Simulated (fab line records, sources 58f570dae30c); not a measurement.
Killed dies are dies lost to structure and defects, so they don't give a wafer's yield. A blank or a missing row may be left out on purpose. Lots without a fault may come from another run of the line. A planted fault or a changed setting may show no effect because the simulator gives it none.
fab line records | flow berkeley_cmos170
record lots=5 wafers=15 last_day=12
route steps=331 shown CONTACT@227 M1@238 V1@254
lots that met no fault: from a run of the same line without faults
start_h: hours from the record's first day to the start of the lot's first wafer shown | wait_h: hours since the lot's step before | " the same as in the row above | L1.1+2: a row that stands for several wafers | - no value, or no start given | * or withheld: withheld | < > ~ a bound
route shown NAME@n: a module of which the file shows steps, and the number in the route of the first | usual: mean/standard deviation of fault-free wafers | same: alike in all rows | chamber/n: place in a boat | sites: the reading at each site | _std_site: their standard deviation | _edge_site: outer sites' mean less inner sites' | radius_mm: how far each site lies from the wafer's centre | mask NAME#n: copy n | behind: the tool/chamber that last shaped the wafer | hold: why the lot was held/for how many hours/how that ended | device: the transistor (n, p or np) that didn't switch | end of line: the same wafers' tests at the end of the route | a step without rows: its recipe alone | killed: dies lost to structure and defects at the first sort, not the wafer's yield | map: a wafer's dies, x killed, . not, _ none there
set.NAME: the setting as run; set.NAME@STEP: as run at that earlier step | model.NAME: the simulator's own value behind a step, which no gauge read
lots at some steps of the route; a table a step, a row a wafer
services: from which hour (start_h, from the record's first day; less than 0 if before it) a tool's chamber was out of use, for how many hours, and why
## steps
# step UCB170_CONTACT_SOFTBAKE_11
# recipe resist=KrF temp_c=130 time_s=60
# usual chill_plate_temp_C=23.00/0.11
# columns lot.wafer tool chamber start_h wait_h chill_plate_temp_C
L075.3 litho_track-03 0 - - 23.03
L075.4 " 0 " " 23.04
L075.5 " 0 " " 23.03
L078.2 litho_track-03 0 - - 23.03
L078.3 " 0 " " 22.98
L078.6 " 0 " " 22.81
L084.2 litho_track-04 0 - - 22.89
L084.3 " 0 " " 22.96
L084.4 " 0 " " 23.12
L092.1 litho_track-02 0 - - 23.11
L092.2 " 0 " " 23.01
L092.3 " 0 " " 22.92
L097.2 litho_track-02 0 - - 22.93
L097.5 " 0 " " 22.91
L097.6 " 0 " " 23.01
# step UCB170_CONTACT_EXPOSE_12
# recipe mask_id=CONT target_cd_nm=700 na=0.5 sigma_outer=0.6 source_shape=conventional dose_mj=35
# usual stage_vel_mm_s=500.03/0.24
# columns lot.wafer tool chamber start_h wait_h mask stage_vel_mm_s
L075.3 krf_scanner-02 0 150.71 - CONT#0 500.38
L075.4 " 0 " " CONT#0 500.09
L075.5 " 0 " " CONT#0 500.40
L078.2 krf_scanner-02 0 163.15 - CONT#0 500.09
L078.3 " 0 " " CONT#0 499.95
L078.6 " 0 " " CONT#0 500.13
L084.2 krf_scanner-02 0 196.85 - CONT#0 499.95
L084.3 " 0 " " CONT#0 499.89
L084.4 " 0 " " CONT#0 500.15
L092.1 krf_scanner-02 0 238.93 - CONT#0 499.97
L092.2 " 0 " " CONT#0 499.73
L092.3 " 0 " " CONT#0 500.56
L097.2 krf_scanner-01 0 251.86 - CONT#0 499.69
L097.5 " 0 " " CONT#0 500.20
L097.6 " 0 " " CONT#0 499.81
# step UCB170_CONTACT_PEB_13
# recipe peb_temp_c=130 peb_time_s=withheld resist=KrF
# usual chill_plate_temp_C=22.98/0.092
# columns lot.wafer tool chamber start_h wait_h chill_plate_temp_C
L075.3 litho_track-02 0 150.84 0.1 22.82
L075.4 " 0 " " 22.75
L075.5 " 0 " " 23.10
L078.2 litho_track-02 0 163.46 0.3 22.89
L078.3 " 0 " " 22.83
L078.6 " 0 " " 22.92
L084.2 litho_track-04 0 197.31 0.4 23.04
L084.3 " 0 " " 22.88
L084.4 " 0 " " 23.01
L092.1 litho_track-04 0 239.22 0.3 22.90
L092.2 " 0 " " 23.00
L092.3 " 0 " " 23.03
L097.2 litho_track-03 0 252.57 0.7 22.96
L097.5 " 0 " " 23.09
L097.6 " 0 " " 23.21
# step UCB170_CONTACT_DEVELOP_14
# recipe developer=TMAH develop_time_s=45 resist=KrF dev_temp_c=21
# usual chill_plate_temp_C=22.98/0.1
# columns lot.wafer tool chamber start_h wait_h chill_plate_temp_C
L075.3 litho_track-02 0 - - 22.89
L075.4 " 0 " " 23.06
L075.5 " 0 " " 23.01
L078.2 litho_track-02 0 - - 22.96
L078.3 " 0 " " 22.92
L078.6 " 0 " " 22.99
L084.2 litho_track-04 0 - - 22.84
L084.3 " 0 " " 22.88
L084.4 " 0 " " 22.87
L092.1 litho_track-04 0 - - 22.91
L092.2 " 0 " " 22.98
L092.3 " 0 " " 22.96
L097.2 litho_track-03 0 - - 23.20
L097.5 " 0 " " 22.93
L097.6 " 0 " " 23.04
# step UCB170_CONTACT_CD_MEAS_15
# recipe target_cd_nm=700
# usual cd_nm=699.5/1.7
# columns lot.wafer tool chamber start_h wait_h cd_nm
L075.3 cd_sem-02 - 151.10 - 698.1
L075.4 " - " " 699.0
L075.5 " - " " 698.4
L078.2 cd_sem-02 - 163.73 - 698.5
L078.3 " - " " 699.3
L078.6 " - " " 698.3
L084.2 cd_sem-01 - 197.58 - 699.4
L084.3 " - " " 700.1
L084.4 " - " " 700.1
L092.1 cd_sem-02 - 239.50 - 698.1
L092.2 " - " " 698.8
L092.3 " - " " 698.0
L097.2 cd_sem-01 - 252.84 - 698.4
L097.5 " - " " 699.8
L097.6 " - " " 700.2
# step UCB170_CONTACT_OVL_MEAS_16
# usual CONTACT_OVL=5/4.9
# columns lot.wafer tool chamber start_h wait_h CONTACT_OVL[nm]
L075.3 overlay-02 - 151.19 0.1 6
L075.4 " - " " -3
L075.5 " - " " 6
L078.2 overlay-01 - 163.83 0.1 1
L078.3 " - " " 8
L078.6 " - " " 1
L084.2 overlay-01 - 197.68 0.1 -3
L084.3 " - " " 3
L084.4 " - " " 0
L092.1 overlay-02 - 239.62 0.1 5
L092.2 " - " " 2
L092.3 " - " " 4
L097.2 overlay-02 - 252.95 0.1 0
L097.5 " - " " 4
L097.6 " - " " -4
# step UCB170_CONTACT_ETCH_17
# recipe chemistry=N2/H2 target_depth_a=withheld overetch_a=withheld target=BARC time_s=withheld source_w=500 bias_w=100 pressure_mtorr=30 n2_flow_sccm=100 h2_flow_sccm=200
# usual drypump_motor_current_A=5.6/0.4 oes_product_au=1.00/0.03 rf_fwd_power_W=494.9/2.3 throttle_valve_pct=13.34/0.18
# columns lot.wafer tool chamber start_h wait_h drypump_motor_current_A oes_product_au rf_fwd_power_W throttle_valve_pct
L075.3 rie_diel-01 3 151.22 0.0 5.7 0.99 493.7 13.38
L075.4 " 1 " " 6.2 1.02 490.5 13.59
L075.5 " 0 " " 5.6 1.01 496.7 13.33
L078.2 rie_diel-01 1 163.86 0.0 6.2 1.03 494.4 13.61
L078.3 " 0 " " 5.6 1.02 495.5 13.33
L078.6 " 0 " " 5.6 1.00 494.3 13.32
L084.2 rie_diel-02 3 197.71 0.0 5.1 1.00 497.7 13.21
L084.3 " 2 " " 5.2 0.97 492.7 13.27
L084.4 " 0 " " 5.6 0.98 494.3 13.06
L092.1 rie_diel-01 1 239.66 0.0 6.2 1.03 492.6 13.64
L092.2 " 3 " " 5.7 0.99 494.5 13.37
L092.3 " 2 " " 5.3 1.01 495.5 13.08
L097.2 rie_diel-04 1 252.98 0.0 5.3 1.00 491.9 13.54
L097.5 " 2 " " 5.9 1.03 498.3 13.52
L097.6 " 1 " " 5.3 1.00 491.7 13.55
# step UCB170_CONTACT_ETCH_18
# recipe chemistry=CHF3/CF4/Ar target=PSG stop_on=TiSi2 CHF3_flow_sccm=45 cf4_flow_sccm=15 Ar_flow_sccm=150 pressure_mtorr=200 rf_w=700 target_depth_a=8400 over_etch_frac=0.2 time_s=195
# usual cf4_flow_sccm=15.00/0.044 drypump_motor_current_A=5.6/0.4 oes_product_au=0.893/0.019 rf_fwd_power_W=697.6/2.3 throttle_valve_pct=6.95/0.11
# columns lot.wafer tool chamber start_h wait_h cf4_flow_sccm drypump_motor_current_A oes_product_au rf_fwd_power_W rf_hours_counter_h throttle_valve_pct
L075.3 rie_diel-01 3 - - 15.00 5.6 0.889 693.7 135 6.99
L075.4 " 1 " " 15.03 6.1 0.915 698.8 151 7.08
L075.5 " 0 " " 14.95 5.6 0.933 699.3 - 6.90
L078.2 rie_diel-01 1 - - 15.01 6.2 0.909 694.8 152 7.08
L078.3 " 0 " " 15.01 5.6 0.918 696.9 67 6.90
L078.6 " 0 " " 15.04 5.6 0.920 699.2 - 6.88
L084.2 rie_diel-02 3 - - 14.97 5.1 0.904 698.9 22 6.90
L084.3 " 2 " " 15.01 5.2 0.898 698.4 12 6.98
L084.4 " 0 " " 15.00 5.7 0.883 698.2 22 6.88
L092.1 rie_diel-01 1 - - 14.98 6.2 0.890 698.0 3 7.08
L092.2 " 3 " " 14.99 5.6 0.882 696.1 139 6.97
L092.3 " 2 " " 15.01 5.2 0.894 699.8 8 6.81
L097.2 rie_diel-04 1 - - 14.96 5.3 0.893 694.2 139 7.14
L097.5 " 2 " " 15.01 5.9 0.932 694.5 - 7.02
L097.6 " 1 " " 14.97 5.3 0.885 693.1 - 7.13
# step UCB170_CONTACT_STRIP_19
# recipe chemistry=O2 power_w=400 pressure_mtorr=3500 platen_temp_c=withheld o2_flow_sccm=400 overash_fraction=0.5
# usual drypump_motor_current_A=5.79/0.24 oes_product_au=0.725/0.0048
# columns lot.wafer tool chamber start_h wait_h drypump_motor_current_A oes_product_au rf_hours_counter_h
L075.3 plasma_asher-04 0 151.42 - 5.89 0.721 -
L075.4 " 1 " " 6.08 0.717 -
L075.5 " 1 " " 6.08 0.733 -
L078.2 plasma_asher-02 0 164.03 - 5.40 0.726 6
L078.3 " 1 " " 5.81 0.736 -
L078.6 " 1 " " 5.83 0.725 -
L084.2 plasma_asher-02 1 197.88 - 5.76 0.724 10
L084.3 " 0 " " 5.39 0.727 -
L084.4 " 1 " " 5.81 0.723 -
L092.1 plasma_asher-02 0 239.83 - 5.44 0.729 16
L092.2 " 1 " " 5.85 0.724 16
L092.3 " 0 " " 5.42 0.719 -
L097.2 plasma_asher-04 1 253.15 - 6.13 0.735 47
L097.5 " 0 " " 5.89 0.718 -
L097.6 " 1 " " 6.14 0.728 -
# step UCB170_CONTACT_CD_MEAS_90
# recipe target_cd_nm=700
# usual cd_nm=699.1/2.2
# columns lot.wafer tool chamber start_h wait_h cd_nm
L075.3 cd_sem-02 - 151.52 0.1 699.2
L075.4 " - " " 698.0
L075.5 " - " " 695.9
L078.2 cd_sem-01 - 164.15 0.1 698.5
L078.3 " - " " 698.0
L078.6 " - " " 696.4
L084.2 cd_sem-02 - 198.00 0.1 701.5
L084.3 " - " " 698.7
L084.4 " - " " 699.7
L092.1 cd_sem-01 - 239.93 0.1 698.6
L092.2 " - " " 698.7
L092.3 " - " " 697.5
L097.2 cd_sem-02 - 253.27 0.1 697.8
L097.5 " - " " 701.2
L097.6 " - " " 700.0
# step UCB170_CONTACT_CLEAN_20
# recipe chemistry=SPM temp_c=120 time_s=600
# columns lot.wafer tool chamber start_h wait_h
L075.3+4+5 wet_bench-03 2 151.81 0.3
L078.2+3+6 wet_bench-01 1 164.25 0.1
L084.2+3+4 wet_bench-03 2 198.10 0.1
L092.1+2+3 wet_bench-01 2 240.05 0.1
L097.2+5+6 wet_bench-03 0 253.37 0.1
# step UCB170_M1_SPUTTER_00
# recipe material=Al target_thk_nm=600 time_s=80 power_w=6000 chamber_pressure_pa=0.5
# usual throttle_valve_pct=30.5/0.6
# columns lot.wafer tool chamber start_h wait_h throttle_valve_pct
L075.3 pvd_sputter-02 - 151.98 0.0 31.0
L075.4 " - " " 30.4
L075.5 " - " " 29.8
L078.2 pvd_sputter-04 - 164.42 0.0 31.0
L078.3 " - " " 31.2
L078.6 " - " " 31.4
L084.2 pvd_sputter-02 - 198.28 0.0 31.1
L084.3 " - " " 29.2
L084.4 " - " " 29.7
L092.1 pvd_sputter-04 - 240.24 0.0 30.2
L092.2 " - " " 30.7
L092.3 " - " " 31.2
L097.2 pvd_sputter-04 - 253.56 0.0 30.9
L097.5 " - " " 31.2
L097.6 " - " " 31.3
# step UCB170_M1_RS_MEAS_01
# recipe thk_meas_gauge=four-point-probe reads=Al_of_M1_SPUTTER_00
# usual M1_AL_RS=0.0487/0.00074
# columns lot.wafer tool chamber start_h wait_h M1_AL_RS[ohm/sq]
L075.3 film_metro-04 - 152.13 0.1 0.0491
L075.4 " - " " 0.0495
L075.5 " - " " 0.0498
L078.2 film_metro-03 - 164.51 0.1 0.0490
L078.3 " - " " 0.0477
L078.6 " - " " 0.0484
L084.2 film_metro-02 - 198.36 0.1 0.0479
L084.3 " - " " 0.0496
L084.4 " - " " 0.0481
L092.1 film_metro-04 - 240.30 0.0 0.0486
L092.2 " - " " 0.0473
L092.3 " - " " 0.0482
L097.2 film_metro-03 - 253.64 0.1 0.0473
L097.5 " - " " 0.0476
L097.6 " - " " 0.0497
# step UCB170_M1_THK_MEAS_02
# recipe thk_meas_gauge=xrf reads=Al_of_M1_SPUTTER_00
# usual M1_AL_THK=599/8.8
# columns lot.wafer tool chamber start_h wait_h M1_AL_THK[nm]
L075.3 film_metro-04 - 152.23 0.1 600
L075.4 " - " " 595
L075.5 " - " " 591
L078.2 film_metro-03 - 164.62 0.1 592
L078.3 " - " " 609
L078.6 " - " " 600
L084.2 film_metro-02 - 198.47 0.1 607
L084.3 " - " " 586
L084.4 " - " " 606
L092.1 film_metro-04 - 240.42 0.1 602
L092.2 " - " " 616
L092.3 " - " " 608
L097.2 film_metro-03 - 253.75 0.1 613
L097.5 " - " " 605
L097.6 " - " " 585
# step UCB170_M1_COAT_03
# recipe resist=BARC temp_c=withheld time_s=withheld spin_rpm=3000 resist_thk_nm=withheld
# usual chill_plate_temp_C=*
# columns lot.wafer tool chamber start_h wait_h chill_plate_temp_C
L075.3 litho_track-03 0 152.59 0.3 *
L075.4 " 0 " " *
L075.5 " 0 " " *
L078.2 litho_track-03 0 165.16 0.5 *
L078.3 " 0 " " *
L078.6 " 0 " " *
L084.2 litho_track-01 0 198.54 0.1 *
L084.3 " 0 " " *
L084.4 " 0 " " *
L092.1 litho_track-01 0 240.57 0.1 *
L092.2 " 0 " " *
L092.3 " 0 " " *
L097.2 litho_track-03 0 254.47 0.7 *
L097.5 " 0 " " *
L097.6 " 0 " " *
# step UCB170_M1_COAT_04
# recipe resist=KrF spin_rpm=1500 resist_thk_nm=900
# usual chill_plate_temp_C=23.00/0.11
# columns lot.wafer tool chamber start_h wait_h chill_plate_temp_C
L075.3 litho_track-03 0 - - 23.15
L075.4 " 0 " " 23.10
L075.5 " 0 " " 22.95
L078.2 litho_track-03 0 - - 22.91
L078.3 " 0 " " 23.08
L078.6 " 0 " " 23.13
L084.2 litho_track-01 0 - - 22.94
L084.3 " 0 " " 22.83
L084.4 " 0 " " 22.95
L092.1 litho_track-01 0 - - 23.13
L092.2 " 0 " " 23.11
L092.3 " 0 " " 23.14
L097.2 litho_track-03 0 - - 23.05
L097.5 " 0 " " 23.11
L097.6 " 0 " " 23.05
# step UCB170_M1_SOFTBAKE_05
# recipe resist=KrF temp_c=130 time_s=60
# usual chill_plate_temp_C=23.00/0.11
# columns lot.wafer tool chamber start_h wait_h chill_plate_temp_C
L075.3 litho_track-03 0 - - 23.08
L075.4 " 0 " " 23.35
L075.5 " 0 " " 23.06
L078.2 litho_track-03 0 - - 22.98
L078.3 " 0 " " 23.06
L078.6 " 0 " " 23.08
L084.2 litho_track-01 0 - - 22.90
L084.3 " 0 " " 22.96
L084.4 " 0 " " 22.92
L092.1 litho_track-01 0 - - 22.90
L092.2 " 0 " " 22.98
L092.3 " 0 " " 22.82
L097.2 litho_track-03 0 - - 23.14
L097.5 " 0 " " 23.12
L097.6 " 0 " " 23.04
# step UCB170_M1_EXPOSE_06
# recipe mask_id=METAL1 target_cd_nm=700 na=0.5 sigma_outer=0.6 source_shape=conventional dose_mj=21
# usual stage_vel_mm_s=499.98/0.25
# columns lot.wafer tool chamber start_h wait_h mask stage_vel_mm_s
L075.3 krf_scanner-02 0 153.05 - METAL1#0 499.93
L075.4 " 0 " " METAL1#0 499.94
L075.5 " 0 " " METAL1#0 500.02
L078.2 krf_scanner-01 0 165.73 - METAL1#0 500.47
L078.3 " 0 " " METAL1#0 499.99
L078.6 " 0 " " METAL1#0 499.76
L084.2 krf_scanner-02 0 199.11 - METAL1#0 499.90
L084.3 " 0 " " METAL1#0 500.03
L084.4 " 0 " " METAL1#0 499.63
L092.1 krf_scanner-02 0 241.24 - METAL1#0 500.53
L092.2 " 0 " " METAL1#0 499.84
L092.3 " 0 " " METAL1#0 499.85
L097.2 krf_scanner-01 0 254.92 - METAL1#0 499.94
L097.5 " 0 " " METAL1#0 499.77
L097.6 " 0 " " METAL1#0 500.35
# step UCB170_M1_PEB_07
# recipe peb_temp_c=130 peb_time_s=withheld resist=KrF
# usual chill_plate_temp_C=23.03/0.11
# columns lot.wafer tool chamber start_h wait_h chill_plate_temp_C
L075.3 litho_track-04 0 153.18 0.1 23.15
L075.4 " 0 " " 23.19
L075.5 " 0 " " 22.96
L078.2 litho_track-01 0 166.29 0.5 22.97
L078.3 " 0 " " 23.05
L078.6 " 0 " " 23.10
L084.2 litho_track-03 0 199.41 0.3 23.16
L084.3 " 0 " " 22.96
L084.4 " 0 " " 23.02
L092.1 litho_track-03 0 241.83 0.6 23.12
L092.2 " 0 " " 22.95
L092.3 " 0 " " 23.02
L097.2 litho_track-04 0 255.19 0.3 23.10
L097.5 " 0 " " 23.10
L097.6 " 0 " " 23.04
# step UCB170_M1_DEVELOP_08
# recipe developer=TMAH develop_time_s=45 resist=KrF dev_temp_c=21
# usual chill_plate_temp_C=23.02/0.11
# columns lot.wafer tool chamber start_h wait_h chill_plate_temp_C
L075.3 litho_track-04 0 - - 23.08
L075.4 " 0 " " 22.99
L075.5 " 0 " " 23.14
L078.2 litho_track-01 0 - - 22.99
L078.3 " 0 " " 22.99
L078.6 " 0 " " 23.15
L084.2 litho_track-03 0 - - 23.00
L084.3 " 0 " " 23.03
L084.4 " 0 " " 23.05
L092.1 litho_track-03 0 - - 23.21
L092.2 " 0 " " 23.01
L092.3 " 0 " " 23.13
L097.2 litho_track-04 0 - - 23.07
L097.5 " 0 " " 23.00
L097.6 " 0 " " 23.19
# step UCB170_M1_CD_MEAS_09
# recipe target_cd_nm=700
# usual cd_nm=699.5/1.7
# columns lot.wafer tool chamber start_h wait_h cd_nm
L075.3 cd_sem-02 - 153.45 - 696.9
L075.4 " - " " 696.5
L075.5 " - " " 697.1
L078.2 cd_sem-02 - 166.56 - 699.5
L078.3 " - " " 699.9
L078.6 " - " " 699.0
L084.2 cd_sem-02 - 199.68 - 700.9
L084.3 " - " " 700.2
L084.4 " - " " 700.3
L092.1 cd_sem-02 - 242.11 - 699.2
L092.2 " - " " 699.0
L092.3 " - " " 699.7
L097.2 cd_sem-01 - 255.46 - 700.4
L097.5 " - " " 701.3
L097.6 " - " " 701.9
# step UCB170_M1_OVL_MEAS_10
# usual M1_OVL=4/5.2
# columns lot.wafer tool chamber start_h wait_h M1_OVL[nm]
L075.3 overlay-01 - 153.54 0.1 2
L075.4 " - " " 8
L075.5 " - " " 4
L078.2 overlay-01 - 166.66 0.1 -2
L078.3 " - " " 4
L078.6 " - " " 3
L084.2 overlay-01 - 199.79 0.1 4
L084.3 " - " " 2
L084.4 " - " " -1
L092.1 overlay-01 - 242.23 0.1 8
L092.2 " - " " 8
L092.3 " - " " 10
L097.2 overlay-01 - 255.57 0.1 7
L097.5 " - " " -2
L097.6 " - " " 4
# step UCB170_M1_ETCH_11
# recipe chemistry=N2/H2 target_depth_a=withheld overetch_a=withheld target=BARC time_s=withheld source_w=500 bias_w=100 pressure_mtorr=30 n2_flow_sccm=100 h2_flow_sccm=200
# usual drypump_motor_current_A=5.6/0.46 oes_product_au=1.002/0.029 rf_fwd_power_W=495.0/1.9 throttle_valve_pct=13.25/0.13
# columns lot.wafer tool chamber start_h wait_h drypump_motor_current_A oes_product_au rf_fwd_power_W throttle_valve_pct
L075.3 rie_diel-03 2 153.56 0.0 6.6 1.051 493.2 13.16
L075.4 " 1 " " 5.9 0.997 495.6 13.20
L075.5 " 0 " " 5.3 1.014 497.2 13.23
L078.2 rie_diel-03 2 166.69 0.0 6.6 1.049 494.4 13.16
L078.3 " 3 " " 6.0 0.990 495.3 13.21
L078.6 " 1 " " 5.9 1.007 496.1 13.19
L084.2 rie_diel-02 1 199.82 0.0 5.7 1.039 494.4 13.47
L084.3 " 2 " " 5.3 0.988 496.3 13.26
L084.4 " 0 " " 5.6 0.985 494.4 13.07
L092.1 rie_diel-03 1 242.26 0.0 5.9 1.014 495.5 13.19
L092.2 " 2 " " 6.7 1.054 493.6 13.18
L092.3 " 3 " " 6.0 0.993 496.2 13.23
L097.2 rie_diel-02 2 255.60 0.0 5.3 0.976 495.3 13.26
L097.5 " 0 " " 5.6 0.989 493.3 13.07
L097.6 " 3 " " 5.1 1.012 497.4 13.25
# step UCB170_M1_METAL_ETCH_12
# recipe chemistry=Cl2/BCl3 target=Al stop_on=PSG pressure_mtorr=12 target_depth_a=7800 over_etch_frac=0.3 time_s=130 icp_w=600 bias_w=120 Cl2_flow_sccm=90 bcl3_flow_sccm=45
# usual drypump_motor_current_A=5.4/0.31 oes_product_au=0.856/0.013 rf_fwd_power_W=596.1/1.7 throttle_valve_pct=24.25/0.14
# columns lot.wafer tool chamber start_h wait_h drypump_motor_current_A oes_product_au rf_fwd_power_W rf_hours_counter_h throttle_valve_pct
L075.3 rie_metal-04 1 153.65 - 5.0 0.859 596.6 - 24.21
L075.4 " 0 " " 5.5 0.845 595.5 - 24.17
L075.5 " 1 " " 5.0 0.852 595.8 - 24.18
L078.2 rie_metal-01 1 166.74 - 6.0 0.833 593.9 15 24.62
L078.3 " 0 " " 5.5 0.848 598.3 - 24.22
L078.6 " 0 " " 5.5 0.846 595.9 - 24.21
L084.2 rie_metal-04 0 199.86 - 5.5 0.863 597.0 3 24.13
L084.3 " 1 " " 5.0 0.857 595.1 - 24.21
L084.4 " 0 " " 5.5 0.865 597.3 - 24.15
L092.1 rie_metal-04 1 242.31 - 5.0 0.859 597.2 8 24.20
L092.2 " 0 " " 5.4 0.862 594.8 4 24.16
L092.3 " 1 " " 5.0 0.877 595.8 - 24.19
L097.2 rie_metal-02 1 255.64 - 5.1 0.883 596.7 5 24.15
L097.5 " 0 " " 5.6 0.880 599.3 - 24.43
L097.6 " 1 " " 5.1 0.852 597.5 - 24.16
# step UCB170_M1_STRIP_13
# recipe chemistry=O2 power_w=400 pressure_mtorr=3500 platen_temp_c=withheld o2_flow_sccm=400 overash_fraction=0.5
# usual drypump_motor_current_A=5.60/0.18 oes_product_au=0.720/0.0048
# columns lot.wafer tool chamber start_h wait_h drypump_motor_current_A oes_product_au rf_hours_counter_h
L075.3 plasma_asher-02 1 153.77 0.1 5.78 0.716 -
L075.4 " 0 " " 5.40 0.712 -
L075.5 " 0 " " 5.40 0.722 -
L078.2 plasma_asher-01 0 166.87 0.1 5.56 0.715 47
L078.3 " 0 " " 5.56 0.722 -
L078.6 " 1 " " 5.41 0.725 -
L084.2 plasma_asher-01 1 200.00 0.1 5.46 0.719 52
L084.3 " 1 " " 5.45 0.725 -
L084.4 " 0 " " 5.56 0.718 -
L092.1 plasma_asher-03 1 242.44 0.1 5.67 0.728 52
L092.2 " 0 " " 5.93 0.718 52
L092.3 " 1 " " 5.67 0.719 -
L097.2 plasma_asher-01 0 255.82 0.1 5.58 0.719 58
L097.5 " 1 " " 5.44 0.721 -
L097.6 " 0 " " 5.56 0.718 -
# step UCB170_M1_CD_MEAS_90
# recipe target_cd_nm=700
# usual cd_nm=697/3.1
# columns lot.wafer tool chamber start_h wait_h cd_nm
L075.3 cd_sem-02 - 153.88 0.1 695
L075.4 " - " " 695
L075.5 " - " " 695
L078.2 cd_sem-02 - 166.99 0.1 696
L078.3 " - " " 701
L078.6 " - " " 698
L084.2 cd_sem-02 - 200.12 0.1 698
L084.3 " - " " 696
L084.4 " - " " 698
L092.1 cd_sem-02 - 242.54 0.1 695
L092.2 " - " " 695
L092.3 " - " " 695
L097.2 cd_sem-02 - 255.94 0.1 696
L097.5 " - " " 706
L097.6 " - " " 699
# step UCB170_M1_ANNEAL_14
# recipe temp_c=400 time_s=1200 ambient=forming_gas
# usual spike_tc_source_C=415.0/1.8
# columns lot.wafer tool chamber start_h wait_h spike_tc_source_C
L075.3 - - 154.60 0.7 418.1
L075.4 " - " " 415.3
L075.5 " - " " 417.3
L078.2 - - 168.84 1.8 414.4
L078.3 " - " " 413.5
L078.6 " - " " 413.7
L084.2 - - 200.57 0.4 413.7
L084.3 " - " " 412.3
L084.4 " - " " 413.3
L092.1 - - 245.30 2.7 415.4
L092.2 " - " " 415.9
L092.3 " - " " 415.4
L097.2 - - 258.39 2.4 413.0
L097.5 " - " " 412.0
L097.6 " - " " 415.8
# step UCB170_V1_CVD_00
# recipe material=SiO2 target_thk_nm=2000 temp_c=390 precursor=TEOS/O2 time_s=250 rf_w=550 pressure_mtorr=9000
# usual heater_power_w=232/45 rf_fwd_power_W=548.8/1.7
# columns lot.wafer tool chamber start_h wait_h heater_power_w rf_fwd_power_W
L075.3 pecvd-04 1 156.08 0.2 224 549.6
L075.4 " 2 " " 204 548.8
L075.5 " 1 " " 153 550.4
L078.2 pecvd-01 0 170.17 0.0 256 547.8
L078.3 " 1 " " 300 549.2
L078.6 " 2 " " 188 549.8
L084.2 pecvd-04 0 201.91 0.0 229 549.4
L084.3 " 2 " " 278 544.6
L084.4 " 1 " " 156 550.3
L092.1 pecvd-04 1 246.63 0.0 155 550.0
L092.2 " 2 " " 252 550.9
L092.3 " 0 " " 252 546.9
L097.2 pecvd-04 1 259.72 0.0 225 551.1
L097.5 " 0 " " 174 547.1
L097.6 " 1 " " 155 553.9
# step UCB170_V1_THK_MEAS_01
# recipe reads=SiO2_of_V1_CVD_00
# usual V1_TEOS_THK=1990/28
# columns lot.wafer tool chamber start_h wait_h V1_TEOS_THK[nm]
L075.3 film_metro-03 - 156.26 0.1 1933
L075.4 " - " " 1977
L075.5 " - " " 1961
L078.2 film_metro-04 - 170.34 0.1 1985
L078.3 " - " " 2023
L078.6 " - " " 2003
L084.2 film_metro-01 - 202.07 0.1 1954
L084.3 " - " " 1991
L084.4 " - " " 2004
L092.1 film_metro-01 - 246.79 0.1 1978
L092.2 " - " " 1956
L092.3 " - " " 1959
L097.2 film_metro-01 - 259.89 0.1 2000
L097.5 " - " " 2018
L097.6 " - " " 2028
# step UCB170_V1_CMP_02
# recipe material=SiO2 down_force_psi=6 platen_rpm=60 pad_velocity_m_s=0.75398
# usual motor_current_A=15.6/2.1 slurry_filter_dp_kPa=13.51/0.15
# columns lot.wafer tool chamber start_h wait_h motor_current_A slurry_filter_dp_kPa
L075.3 cmp-01 2 156.58 0.3 13.2 13.58
L075.4 " 1 " " 14.6 13.40
L075.5 " 2 " " 13.8 13.65
L078.2 cmp-01 3 170.39 0.0 13.5 13.34
L078.3 " 0 " " 15.5 13.30
L078.6 " 3 " " 12.8 13.74
L084.2 cmp-01 0 202.17 0.1 15.9 13.56
L084.3 " 1 " " 14.4 13.33
L084.4 " 2 " " 13.5 13.72
L092.2 cmp-02 0 246.90 0.1 16.2 13.42
L092.3 " 1 " " 18.6 13.52
L092.1 " 2 " " 13.9 13.45
L097.2 cmp-02 2 260.39 0.5 13.7 13.51
L097.5 " 3 " " 18.0 13.69
L097.6 " 0 " " 17.3 13.39
# step UCB170_V1_BOW_MEAS_03
# recipe mode=bow
# usual V1_BOW=20/6.8
# columns lot.wafer tool chamber start_h wait_h V1_BOW[um]
L075.3 film_metro-03 - 156.92 0.3 17
L075.4 " - " " 25
L075.5 " - " " 2
L078.2 film_metro-03 - 170.71 0.3 24
L078.3 " - " " 22
L078.6 " - " " 21
L084.2 film_metro-01 - 202.44 0.2 27
L084.3 " - " " 33
L084.4 " - " " 18
L092.1 film_metro-01 - 247.15 0.1 26
L092.2 " - " " 5
L092.3 " - " " 24
L097.2 film_metro-03 - 260.56 0.1 20
L097.5 " - " " 23
L097.6 " - " " 21
# step UCB170_V1_THK_MEAS_04
# recipe reads=SiO2_of_V1_CVD_00
# usual V1_POLISHED_THK=999.8/1.3
# columns lot.wafer tool chamber start_h wait_h V1_POLISHED_THK[nm]
L075.3 film_metro-03 - 157.02 0.1 1000.4
L075.4 " - " " 996.3
L075.5 " - " " 1001.1
L078.2 film_metro-03 - 170.82 0.1 999.0
L078.3 " - " " 999.0
L078.6 " - " " 997.6
L084.2 film_metro-01 - 202.55 0.1 1000.3
L084.3 " - " " 998.0
L084.4 " - " " 1000.3
L092.1 film_metro-01 - 247.27 0.1 999.8
L092.2 " - " " 997.9
L092.3 " - " " 1001.9
L097.2 film_metro-03 - 260.67 0.1 1000.9
L097.5 " - " " 1000.9
L097.6 " - " " 1001.7
# step UCB170_V1_CLEAN_05
# recipe chemistry=DIW
# columns lot.wafer tool chamber start_h wait_h
L075.3+4+5 wet_bench-04 1 157.06 0.0
L078.2+3+6 wet_bench-01 3 174.39 3.6
L084.2+3+4 wet_bench-04 3 202.60 0.0
L092.1+2+3 wet_bench-01 2 247.48 0.2
L097.2+5+6 wet_bench-02 3 260.72 0.0
## services
# columns tool chamber start_h hours kind
krf_scanner-02 - 131.76 2.8 repair
krf_scanner-02 - 134.54 4.4 pm
pecvd-04 - 135.50 14.0 pm
rie_diel-03 3 135.89 5.6 repair
krf_scanner-01 - 141.94 8.2 repair
plasma_asher-02 - 146.21 1.0 repair
krf_scanner-01 - 150.14 1.3 pm
krf_scanner-01 - 152.01 4.4 pm
krf_scanner-02 - 159.95 0.8 pm
plasma_asher-01 - 165.95 0.4 repair
rie_diel-02 - 166.87 1.2 repair
cmp-01 - 187.86 3.7 repair
rie_diel-03 - 189.77 4.3 pm
krf_scanner-01 - 191.91 3.6 pm
krf_scanner-01 - 201.05 1.0 pm
rie_diel-02 0 212.89 5.8 repair
rie_diel-02 1 215.32 5.4 repair
cmp-01 - 220.17 1.5 repair
plasma_asher-01 - 228.80 5.0 repair
rie_diel-02 1 232.69 31.2 repair
rie_diel-02 0 234.86 1.3 repair
krf_scanner-01 - 242.27 0.2 repair
krf_scanner-02 - 249.14 20.0 repair
cmp-01 - 258.79 7.4 pm
## key
fault none
